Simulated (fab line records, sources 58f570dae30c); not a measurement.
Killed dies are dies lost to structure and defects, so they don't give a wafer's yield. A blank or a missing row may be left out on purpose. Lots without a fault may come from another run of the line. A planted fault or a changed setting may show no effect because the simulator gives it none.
Which tool did it? | flow berkeley_cmos170 | 14 lots, 42 wafers sampled, at 4 steps of a route of 331

WHAT THE GAUGES READ, wafer by wafer
UCB170_PSD_OVL_MEAS_07. Usual: PSD_OVL -5 nm, standard deviation 5.5.
lot  | measured     | on         | PSD_OVL (nm) | flag
L921 | day 7 03:46  | overlay-02 | -2 -4 0      |
L925 | day 7 19:10  | overlay-02 | -6 -4 -5     |
L924 | day 7 19:25  | overlay-01 | -12 -11 -12  |
L922 | day 7 19:32  | overlay-02 | -6 -8 -9     |
L923 | day 7 19:38  | overlay-02 | -2 -9 -10    |
L928 | day 8 09:11  | overlay-01 | 4 3 2        |
L929 | day 8 09:27  | overlay-01 | -13 -4 -12   |
L926 | day 8 13:56  | overlay-02 | -2 -11 -3    |
L927 | day 8 14:05  | overlay-02 | -3 2 0       |
L930 | day 8 17:59  | overlay-02 | 0 -1 -7      |
L937 | day 10 01:02 | overlay-02 | 0 -10 -5     |
L936 | day 10 05:20 | overlay-01 | -8 -4 -6     |
L939 | day 10 17:35 | overlay-02 | -6 -1 -14    |
L941 | day 11 06:17 | overlay-02 | -10 -2 -5    |

UCB170_NSD_TW_MEAS_10. Usual: NSD_TW 4219, standard deviation 44.
lot  | measured     | on            | NSD_TW         | flag
L921 | day 7 07:50  | film_metro-03 | 4169 4158 4156 |
L925 | day 7 22:55  | film_metro-03 | 4179 4146 4160 |
L924 | day 7 23:21  | film_metro-03 | 4153 4171 4175 |
L922 | day 7 23:05  | film_metro-04 | 4236 4261 4249 |
L923 | day 7 23:36  | film_metro-04 | 4285 4237 4248 |
L928 | day 8 11:20  | film_metro-04 | 4310 4291 4277 |
L929 | day 8 14:07  | film_metro-04 | 4259 4274 4262 |
L926 | day 8 15:56  | film_metro-02 | 4213 4219 4226 |
L927 | day 8 16:10  | film_metro-03 | 4183 4160 4178 |
L930 | day 8 20:16  | film_metro-03 | 4180 4184 4174 |
L937 | day 10 04:23 | film_metro-04 | 4259 4237 4264 |
L936 | day 10 07:21 | film_metro-04 | 4241 4243 4251 |
L939 | day 10 20:34 | film_metro-03 | 4192 4192 4174 |
L941 | day 11 08:24 | film_metro-02 | 4258 4256 4254 |

UCB170_V1_THK_MEAS_01. Usual: V1_TEOS_THK 2016 nm, standard deviation 34.
lot  | measured     | on            | V1_TEOS_THK (nm) | flag
L921 | day 8 00:05  | film_metro-03 | 2018 2090 2028   |
L925 | day 8 22:32  | film_metro-02 | 1969 2009 2030   |
L924 | day 8 22:32  | film_metro-03 | 2007 2058 2054   |
L922 | day 8 22:42  | film_metro-02 | 1991 2029 2002   |
L923 | day 8 22:32  | film_metro-01 | 1934 1979 2041   |
L928 | day 9 02:34  | film_metro-03 | 1986 2019 2071   |
L929 | day 9 02:34  | film_metro-01 | 2035 1966 2039   |
L926 | day 9 06:29  | film_metro-01 | 1952 2006 2019   |
L927 | day 9 06:29  | film_metro-02 | 1977 2021 2006   |
L930 | day 9 10:34  | film_metro-01 | 1998 2036 2041   |
L937 | day 10 18:17 | film_metro-02 | 1963 2042 2024   |
L936 | day 10 20:19 | film_metro-02 | 1991 2051 2032   |
L939 | day 11 12:16 | film_metro-03 | 2021 2020 2045   |
L941 | day 11 23:28 | film_metro-01 | 1997 2012 2062   |

WHICH TOOL RAN EACH LOT (tool, then ch and the chambers of the sampled wafers, then the start)
lot  | UCB170_CONTACT_ETCH_18
L921 | rie_diel-02 ch 0,1,3, day 7 15:00
L925 | rie_diel-04 ch 0,1,2, day 8 14:00
L924 | rie_diel-04 ch 0,1, day 8 14:00
L922 | rie_diel-02 ch 1,2,3, day 8 14:00
L923 | rie_diel-03 ch 0,1,2, day 8 14:00
L928 | rie_diel-02 ch 0,1,3, day 8 20:00
L929 | rie_diel-03 ch 0,2,3, day 8 22:00
L926 | rie_diel-03 ch 0,2,3, day 9 01:00
L927 | rie_diel-03 ch 0,1,3, day 8 23:00
L930 | rie_diel-04 ch 0,2, day 9 03:00
L937 | rie_diel-04 ch 1,2, day 10 11:00
L936 | rie_diel-02 ch 1,3, day 10 14:00
L939 | rie_diel-02 ch 1,3, day 11 03:00
L941 | rie_diel-04 ch 0,1,3, day 11 14:00
- UCB170_CONTACT_ETCH_18: etches PSG in CHF3/CF4/Ar, stops on TiSi2, target depth 840 nm, time 195 s.

WHAT THE TOOLS THEMSELVES READ (means of the sampled wafers that have a number; where no wafer has one, the mark that the record gives instead)
UCB170_CONTACT_ETCH_18. Usual: drypump_motor_current_A 5.4 A, standard deviation 0.46; oes_product_au 0.895 a.u., standard deviation 0.018; rf_fwd_power_W 697.7 W, standard deviation 2.3; throttle_valve_pct 6.94 %, standard deviation 0.074.
lot  | tool        | drypump_motor_current_A (A) | oes_product_au (a.u.) | rf_fwd_power_W (W) | throttle_valve_pct (%) | flag
L921 | rie_diel-02 | 5.5                         | 0.893                 | 699.1              | 6.88                   |
L925 | rie_diel-04 | 5.6                         | 0.901                 | 697.1              | 6.95                   |
L924 | rie_diel-04 | 5.4                         | 0.910                 | 698.4              | 6.94                   |
L922 | rie_diel-02 | 5.5                         | 0.891                 | 702.2              | 6.96                   |
L923 | rie_diel-03 | 4.9                         | 0.889                 | 697.9              | 6.91                   |
L928 | rie_diel-02 | 5.5                         | 0.899                 | 695.3              | 6.88                   |
L929 | rie_diel-03 | 5.0                         | 0.880                 | 698.7              | 6.94                   |
L926 | rie_diel-03 | 4.9                         | 0.885                 | 697.3              | 6.96                   |
L927 | rie_diel-03 | 4.9                         | 0.884                 | 697.0              | 6.92                   |
L930 | rie_diel-04 | 5.9                         | 0.881                 | 697.9              | 6.95                   |
L937 | rie_diel-04 | 5.8                         | 0.906                 | 695.6              | 6.96                   |
L936 | rie_diel-02 | 5.3                         | 0.890                 | 697.5              | 6.93                   |
L939 | rie_diel-02 | 5.5                         | 0.905                 | 695.1              | 6.95                   |
L941 | rie_diel-04 | 5.4                         | 0.899                 | 700.5              | 7.00                   |

THE ANSWER, worked out from the rows above alone
Rule: a lot is off if the mean of its wafers that have a number lies more than 3 standard deviations from the usual mean. A lot without any number at a reading at which 4 lots or more have one is off too. The other lots that the step has rows for count as sound. The gauges are gone through in route order, then the tools' own readings, and for those a lot's mean is taken as printed above. The first step at which some lot is off is used, and at that step the reading that is off furthest; a lot without a number counts as furthest.
No lot is off at any reading shown: from this, nothing can be told.

WHAT THE SIMULATOR HAD PUT IN
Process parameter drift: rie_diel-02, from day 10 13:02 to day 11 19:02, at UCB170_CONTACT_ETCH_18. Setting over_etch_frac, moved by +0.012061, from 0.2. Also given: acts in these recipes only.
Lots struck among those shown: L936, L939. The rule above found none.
